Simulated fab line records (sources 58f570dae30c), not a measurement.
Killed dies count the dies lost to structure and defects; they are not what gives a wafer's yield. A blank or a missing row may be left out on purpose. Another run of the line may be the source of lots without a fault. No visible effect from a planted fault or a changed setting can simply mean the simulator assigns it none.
The tool behind it: which one? ; flow berkeleyCmos170 ; 11 lots with 33 wafers sampled at 5 steps, on a route of 331 steps

## WHAT EACH GAUGE READ, for each wafer
UCB170_ACTIVE_THK_MEAS_03. Usual: ACTIVE_OXIDE_THK gives 26.1 nm (standard deviation 0.53).
lot;measured;on;ACTIVE_OXIDE_THK (nm);flag
L271;day 3 16:18;filmMetro-01;25.8 25.8 25.9;
L272;day 4 06:34;filmMetro-01;25.8 26.3 25.4;
L274;day 4 13:19;filmMetro-03;25.9 25.7 26.0;
L278;day 5 22:37;filmMetro-03;26.3 25.7 25.9;
L284;day 6 22:43;filmMetro-02;26.6 26.9 26.4;
L286;day 7 08:14;filmMetro-01;25.9 25.8 26.3;
L288;day 7 18:14;filmMetro-03;27.2 27.0 26.8;
L290;day 8 07:56;filmMetro-03;25.5 25.6 25.8;
L292;day 8 08:01;filmMetro-03;26.3 26.1 26.2;
L293;day 8 13:04;filmMetro-03;26.3 26.6 26.8;
L294;day 9 01:41;filmMetro-01;26.2 25.8 25.6;

UCB170_ACTIVE_CD_MEAS_13 targets a cd of 1200 nm. Usual: cdNm at 1200.3 nm, with a standard deviation of 1.4.
lot;measured;on;cdNm (nm);flag
L271;day 3 23:07;cdSem-01;1201.2 1202.4 1201.2;
L272;day 4 14:46;cdSem-02;1200.4 1201.3 1200.9;
L274;day 5 00:28;cdSem-02;1198.6 1198.7 1199.9;
L278;day 6 06:37;cdSem-01;1191.0 1182.4 1191.0 1191.4 1182.0 1191.4;OFF
L284;day 7 05:24;cdSem-01;1201.5 1201.0 1201.4;
L286;day 7 16:16;cdSem-02;1200.3 1199.3 1198.5;
L288;day 8 01:15;cdSem-02;1201.1 1201.9 1200.8;
L290;day 8 18:01;cdSem-02;1198.6 1198.7 1199.4;
L292;day 8 17:56;cdSem-02;1200.3 1200.3 1200.5;
L293;day 8 21:23;cdSem-02;1201.6 1201.4 1201.3;
L294;day 9 10:58;cdSem-01;1202.8 1201.2 1201.4;

UCB170_PLDD_CD_MEAS_06 targets a cd of 1200 nm. Usual: cdNm at 1199.7 nm, with a standard deviation of 1.4.
lot;measured;on;cdNm (nm);flag
L271;day 6 16:35;cdSem-02;1200.8 1201.3 1200.7;
L272;day 7 00:44;cdSem-02;1198.7 1198.6 1198.5;
L274;day 7 02:49;cdSem-01;1199.0 1198.9 1199.6;
L278;day 8 08:14;cdSem-02;1199.2 1197.8 1199.0;
L284;day 9 02:22;cdSem-02;1198.9 1199.2 1198.8;
L286;day 9 17:30;cdSem-02;1198.3 1197.7 1198.4;
L288;day 10 04:09;cdSem-02;1201.2 1199.0 1200.0;
L290;day 10 16:46;cdSem-02;1200.8 1202.0 1201.2;
L292;day 10 15:40;cdSem-01;1199.2 1198.0 1198.4;
L293;day 10 15:29;cdSem-01;1198.6 1198.9 1200.0;
L294;day 11 10:37;cdSem-01;1203.1 1202.5 1202.6;

## WHAT TOOL EACH LOT RAN ON (gives the tool, then ch and the chambers of the sampled wafers, and finally the start)
lot;UCB170_ACTIVE_EXPOSE_10;UCB170_GATE_ETCH_14
L271;krfScanner-02 ch 0, day 3 22:43;rieDiel-02 ch 0,3, day 6 13:07
L272;krfScanner-02 ch 0, day 4 14:22;rieDiel-04 ch 0,1,2, day 6 22:59
L274;krfScanner-02 ch 0, day 5 00:04;rieDiel-02 ch 1,2, day 7 00:50
L278;krfScanner-01 ch 0, day 6 06:07;rieDiel-02 ch 0,1, day 8 06:05
L284;krfScanner-02 ch 0, day 7 04:21;rieDiel-03 ch 0,2, day 9 00:27
L286;krfScanner-02 ch 0, day 7 15:52;rieDiel-03 ch 0,1,3, day 9 15:30
L288;krfScanner-02 ch 0, day 8 00:52;rieDiel-03 ch 0,1,3, day 10 02:07
L290;krfScanner-02 ch 0, day 8 17:16;rieDiel-04 ch 0,1,3, day 10 13:59
L292;krfScanner-02 ch 0, day 8 17:11;rieDiel-04 ch 0,1, day 10 13:49
L293;krfScanner-01 ch 0, day 8 21:00;rieDiel-03 ch 0,1, day 10 13:16
L294;krfScanner-02 ch 0, day 9 10:34;rieDiel-02 ch 0,1,2, day 11 08:31
- UCB170_ACTIVE_EXPOSE_10: exposes mask ACTIVE, target cd 1200 nm.
- UCB170_GATE_ETCH_14: etches BARC in N2/H2.

## WHAT THE TOOLS THEMSELVES READ (means of the sampled wafers that have a number; where no wafer has one, the mark that the record gives instead)
UCB170_ACTIVE_EXPOSE_10. Usual: exposureDoseMJCm2 at 19.712, with a standard deviation of 0.02.
lot;tool;exposureDoseMJCm2;flag
L271;krfScanner-02;19.693;
L272;krfScanner-02;19.724;
L274;krfScanner-02;19.740;
L278;krfScanner-01;19.462;OFF
L284;krfScanner-02;19.711;
L286;krfScanner-02;19.691;
L288;krfScanner-02;19.716;
L290;krfScanner-02;19.729;
L292;krfScanner-02;19.704;
L293;krfScanner-01;19.716;
L294;krfScanner-02;19.691;

UCB170_GATE_ETCH_14. Usual: drypumpMotorCurrentA 5.8 A, standard deviation 0.57; oesProductAu 0.996 a.u., standard deviation 0.013; throttleValvePct 13.29 %, standard deviation 0.15.
lot;tool;drypumpMotorCurrentA (A);oesProductAu (a.u.);throttleValvePct (%);flag
L271;rieDiel-02;5.2;0.996;13.39;
L272;rieDiel-04;5.8;0.993;13.27;
L274;rieDiel-02;5.6;1.002;13.18;
L278;rieDiel-02;5.1;1.012;13.32;
L284;rieDiel-03;6.1;0.986;13.42;
L286;rieDiel-03;6.0;0.990;13.25;
L288;rieDiel-03;6.0;0.990;13.24;
L290;rieDiel-04;5.8;0.999;13.31;
L292;rieDiel-04;6.1;0.994;13.33;
L293;rieDiel-03;6.5;0.997;13.24;
L294;rieDiel-02;5.4;1.007;13.19;

## THE ANSWER, worked out from the rows above alone
Rule: take the mean of a lot's wafers that have a number; if it is more than 3 standard deviations from the usual mean, the lot is off. Also off: a lot with no number at a reading for which 4 or more lots have one. The other lots that the step has rows for count as sound. First the gauges in route order, then the tools' own readings, where a lot's mean is used as printed above. At the first step where some lot is off, the reading lying furthest off is the one used; lots without a number count as furthest.
Off at UCB170_ACTIVE_CD_MEAS_13 (cdNm): L278.
A tool fits if, at a process step before that reading, it ran every lot that is off, and no sound lot after the first of them. The gauges at UCB170_ACTIVE_CD_MEAS_13 aren't tried: what is off there is off at UCB170_ACTIVE_EXPOSE_10 too, on other tools, and a gauge's error can't cause that. None of those tried fits.

## WHAT HAD BEEN PUT IN BY THE SIMULATOR
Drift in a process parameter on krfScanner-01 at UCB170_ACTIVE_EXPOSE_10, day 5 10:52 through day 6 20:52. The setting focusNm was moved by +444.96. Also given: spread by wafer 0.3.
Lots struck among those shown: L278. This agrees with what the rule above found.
